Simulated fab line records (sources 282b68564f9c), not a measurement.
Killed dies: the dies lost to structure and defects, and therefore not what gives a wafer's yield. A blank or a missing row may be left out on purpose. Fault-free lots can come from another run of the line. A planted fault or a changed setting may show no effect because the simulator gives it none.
fab line records || flow rit_cmos
record {"lots": 13, "wafers": 39, "last_day": 7}
route steps=202 shown NSD@134 M1@202
lots untouched by any fault: they come from a run of this same line in which no faults occurred
start_h: the number of hours between the record's first day and the start of the first shown wafer of the lot || wait_h: hours since the lot's step before || " as in the row above || L1.1+2: one row covering several wafers at once || - no value, or no start was given || * or withheld: withheld || < > ~ a bound
route shown NAME@n: names a module that has steps shown in the file, with the first one's number in the route || usual: mean/standard deviation taken from wafers without a fault || same: alike in all rows || chamber/n: place in a boat || sites: readings site by site || _std_site: how widely they spread, as a standard deviation || _edge_site: inner sites' mean taken away from outer sites' mean || radius_mm: how far each site lies from the wafer's centre || mask NAME#n: copy n || behind: the last tool/chamber to shape the wafer || hold: why the lot was held/for how many hours/how that ended || device: the transistor (n, p or np) that didn't switch || end of line: at the end of the route, the tests of the same wafers || a step given without rows: its recipe and nothing more || killed: dies that structure and defects cost at the first sort, which is not the same as the wafer's yield || map: a wafer's dies, x killed, . not, _ none there
set.NAME: the run value of the setting; set.NAME@STEP: its run value at that earlier step || model.NAME: the simulator's own value behind a step, which no gauge read
the route's steps for a sample of lots (tables are steps, rows are wafers)
services: a tool's chamber out of use, with start hour (start_h, from the record's first day; less than 0 if before it), hours out, and reason
## steps
# step RIT_NSD_EXPOSE_03
# recipe {"mask_id": "M9", "na": 0.57, "target_cd_nm": 40700, "dose_mj": 250}
# usual {"reticle_temp_C": "23.01/0.1"}
{"lot.wafer": "L236.2", "tool": "iline_stepper-02", "chamber": 0, "start_h": 56.99, "wait_h": 0.2, "mask": "M9#0", "reticle_temp_C": 23.03}
{"lot.wafer": "L236.5", "tool": "iline_stepper-02", "chamber": 0, "start_h": 56.99, "wait_h": 0.2, "mask": "M9#0", "reticle_temp_C": 23.18}
{"lot.wafer": "L236.6", "tool": "iline_stepper-02", "chamber": 0, "start_h": 56.99, "wait_h": 0.2, "mask": "M9#0", "reticle_temp_C": 23.04}
{"lot.wafer": "L237.1", "tool": "iline_stepper-02", "chamber": 0, "start_h": 61.94, "wait_h": 0.1, "mask": "M9#0", "reticle_temp_C": 23.08}
{"lot.wafer": "L237.2", "tool": "iline_stepper-02", "chamber": 0, "start_h": 61.94, "wait_h": 0.1, "mask": "M9#0", "reticle_temp_C": 23.01}
{"lot.wafer": "L237.4", "tool": "iline_stepper-02", "chamber": 0, "start_h": 61.94, "wait_h": 0.1, "mask": "M9#0", "reticle_temp_C": 23.11}
{"lot.wafer": "L238.1", "tool": "iline_stepper-01", "chamber": 0, "start_h": 62.24, "wait_h": 0.2, "mask": "M9#0", "reticle_temp_C": 23.27}
{"lot.wafer": "L238.2", "tool": "iline_stepper-01", "chamber": 0, "start_h": 62.24, "wait_h": 0.2, "mask": "M9#0", "reticle_temp_C": 23.20}
{"lot.wafer": "L238.3", "tool": "iline_stepper-01", "chamber": 0, "start_h": 62.24, "wait_h": 0.2, "mask": "M9#0", "reticle_temp_C": 23.05}
{"lot.wafer": "L239.2", "tool": "iline_stepper-01", "chamber": 0, "start_h": 70.19, "wait_h": 0.1, "mask": "M9#0", "reticle_temp_C": 23.06}
{"lot.wafer": "L239.3", "tool": "iline_stepper-01", "chamber": 0, "start_h": 70.19, "wait_h": 0.1, "mask": "M9#0", "reticle_temp_C": 23.10}
{"lot.wafer": "L239.5", "tool": "iline_stepper-01", "chamber": 0, "start_h": 70.19, "wait_h": 0.1, "mask": "M9#0", "reticle_temp_C": 22.86}
{"lot.wafer": "L241.2", "tool": "iline_stepper-01", "chamber": 0, "start_h": 77.53, "wait_h": 0.2, "mask": "M9#0", "reticle_temp_C": 22.97}
{"lot.wafer": "L241.4", "tool": "iline_stepper-01", "chamber": 0, "start_h": 77.53, "wait_h": 0.2, "mask": "M9#0", "reticle_temp_C": 23.21}
{"lot.wafer": "L241.6", "tool": "iline_stepper-01", "chamber": 0, "start_h": 77.53, "wait_h": 0.2, "mask": "M9#0", "reticle_temp_C": 23.18}
{"lot.wafer": "L242.3", "tool": "iline_stepper-02", "chamber": 0, "start_h": 80.26, "wait_h": 0.2, "mask": "M9#0", "reticle_temp_C": 23.16}
{"lot.wafer": "L242.4", "tool": "iline_stepper-02", "chamber": 0, "start_h": 80.26, "wait_h": 0.2, "mask": "M9#0", "reticle_temp_C": 23.13}
{"lot.wafer": "L242.5", "tool": "iline_stepper-02", "chamber": 0, "start_h": 80.26, "wait_h": 0.2, "mask": "M9#0", "reticle_temp_C": 23.07}
{"lot.wafer": "L245.1", "tool": "iline_stepper-02", "chamber": 0, "start_h": 104.33, "wait_h": 0.1, "mask": "M9#0", "reticle_temp_C": 23.08}
{"lot.wafer": "L245.3", "tool": "iline_stepper-02", "chamber": 0, "start_h": 104.33, "wait_h": 0.1, "mask": "M9#0", "reticle_temp_C": 23.15}
{"lot.wafer": "L245.4", "tool": "iline_stepper-02", "chamber": 0, "start_h": 104.33, "wait_h": 0.1, "mask": "M9#0", "reticle_temp_C": 23.00}
{"lot.wafer": "L249.1", "tool": "iline_stepper-02", "chamber": 0, "start_h": 129.56, "wait_h": 0.1, "mask": "M9#0", "reticle_temp_C": 22.91}
{"lot.wafer": "L249.2", "tool": "iline_stepper-02", "chamber": 0, "start_h": 129.56, "wait_h": 0.1, "mask": "M9#0", "reticle_temp_C": 23.06}
{"lot.wafer": "L249.3", "tool": "iline_stepper-02", "chamber": 0, "start_h": 129.56, "wait_h": 0.1, "mask": "M9#0", "reticle_temp_C": 22.91}
{"lot.wafer": "L251.1", "tool": "iline_stepper-01", "chamber": 0, "start_h": 132.79, "wait_h": 0.1, "mask": "M9_R1#0", "reticle_temp_C": 22.99}
{"lot.wafer": "L251.3", "tool": "iline_stepper-01", "chamber": 0, "start_h": 132.79, "wait_h": 0.1, "mask": "M9_R1#0", "reticle_temp_C": 23.00}
{"lot.wafer": "L251.4", "tool": "iline_stepper-01", "chamber": 0, "start_h": 132.79, "wait_h": 0.1, "mask": "M9_R1#0", "reticle_temp_C": 23.04}
{"lot.wafer": "L252.2", "tool": "iline_stepper-02", "chamber": 0, "start_h": 140.14, "wait_h": 0.2, "mask": "M9#0", "reticle_temp_C": 23.03}
{"lot.wafer": "L252.4", "tool": "iline_stepper-02", "chamber": 0, "start_h": 140.14, "wait_h": 0.2, "mask": "M9#0", "reticle_temp_C": 23.07}
{"lot.wafer": "L252.6", "tool": "iline_stepper-02", "chamber": 0, "start_h": 140.14, "wait_h": 0.2, "mask": "M9#0", "reticle_temp_C": 23.02}
{"lot.wafer": "L253.3", "tool": "iline_stepper-01", "chamber": 0, "start_h": 147.62, "wait_h": 0.2, "mask": "M9#0", "reticle_temp_C": 23.01}
{"lot.wafer": "L253.4", "tool": "iline_stepper-01", "chamber": 0, "start_h": 147.62, "wait_h": 0.2, "mask": "M9#0", "reticle_temp_C": 23.06}
{"lot.wafer": "L253.6", "tool": "iline_stepper-01", "chamber": 0, "start_h": 147.62, "wait_h": 0.2, "mask": "M9#0", "reticle_temp_C": 22.91}
{"lot.wafer": "L254.3", "tool": "iline_stepper-01", "chamber": 0, "start_h": 147.74, "wait_h": 0.1, "mask": "M9#0", "reticle_temp_C": 23.11}
{"lot.wafer": "L254.4", "tool": "iline_stepper-01", "chamber": 0, "start_h": 147.74, "wait_h": 0.1, "mask": "M9#0", "reticle_temp_C": 23.15}
{"lot.wafer": "L254.5", "tool": "iline_stepper-01", "chamber": 0, "start_h": 147.74, "wait_h": 0.1, "mask": "M9#0", "reticle_temp_C": 22.84}
{"lot.wafer": "L255.1", "tool": "iline_stepper-02", "chamber": 0, "start_h": 152.60, "wait_h": 0.2, "mask": "M9#0", "reticle_temp_C": 22.94}
{"lot.wafer": "L255.3", "tool": "iline_stepper-02", "chamber": 0, "start_h": 152.60, "wait_h": 0.2, "mask": "M9#0", "reticle_temp_C": 22.90}
{"lot.wafer": "L255.5", "tool": "iline_stepper-02", "chamber": 0, "start_h": 152.60, "wait_h": 0.2, "mask": "M9#0", "reticle_temp_C": 22.91}
# step RIT_M1_PROBE_99
# usual {"killed_at_contacts": "0.1/0.25", "killed_at_front_end": "7/3.2", "killed_dies": "7/3.2", "killed_open": "3.5/2.2", "killed_short": "3.6/2.1"}
# same {"gross_dies": 264, "killed_at_M0_to_M3": 0, "killed_at_M4_up": 0, "killed_at_back_side": 0, "killed_at_other": 0}
{"lot.wafer": "L249.1", "tool": "prober-01", "chamber": "-", "start_h": 140.26, "wait_h": 0.1, "killed_at_contacts": 0, "killed_at_front_end": 3, "killed_dies": 3, "killed_open": 2, "killed_short": 1}
{"lot.wafer": "L249.2", "tool": "prober-01", "chamber": "-", "start_h": 140.31, "wait_h": 0.1, "killed_at_contacts": 0, "killed_at_front_end": 3, "killed_dies": 3, "killed_open": 2, "killed_short": 1}
{"lot.wafer": "L249.3", "tool": "prober-01", "chamber": "-", "start_h": 140.36, "wait_h": 0.2, "killed_at_contacts": 0, "killed_at_front_end": 6, "killed_dies": 6, "killed_open": 5, "killed_short": 1}
# killed by level:class
L249.1 FOX2:geometric_particle:short=1 REOX:geometric_particle:open=1 SILICIDE:geometric_particle:open=1
L249.2 GATE:geometric_particle:open=2 FOX1:geometric_particle:short=1
L249.3 REOX:geometric_particle:open=2 FOX1:geometric_particle:open=1 GATE:geometric_particle:short=1 GATE:geometric_particle:open=1 SILICIDE:geometric_particle:open=1
## services
{"tool": "iline_stepper-01", "chamber": "-", "start_h": 51.70, "hours": 3.5, "kind": "repair"}
{"tool": "iline_stepper-01", "chamber": "-", "start_h": 77.96, "hours": 0.8, "kind": "repair"}
{"tool": "iline_stepper-02", "chamber": "-", "start_h": 99.40, "hours": 1.7, "kind": "pm"}
## key
first_sign {"step": "RIT_NSD_EXPOSE_03", "reading": "mask", "direction": "changed"}
effect none on later readings
met_at RIT_NSD_EXPOSE_03
struck_lots L251
tester_left_out L251
onset_between 77.53 132.79
fault {"kind": "wrong_mask", "tool": "any", "chamber": "-", "onset_h": 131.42, "steps": "RIT_NSD_EXPOSE_03", "aux_copy": "M9_R1#0", "cd_offset_nm": -350, "scope": "struck_lots_only"}
# tester_left_out: of these lots the tester's yield and bins aren't shown, on N5 and GAA mostly nor the transistor test; their killed dies are dies lost to structure and defects alone, not to doping, threshold or leakage, so they don't give the yield
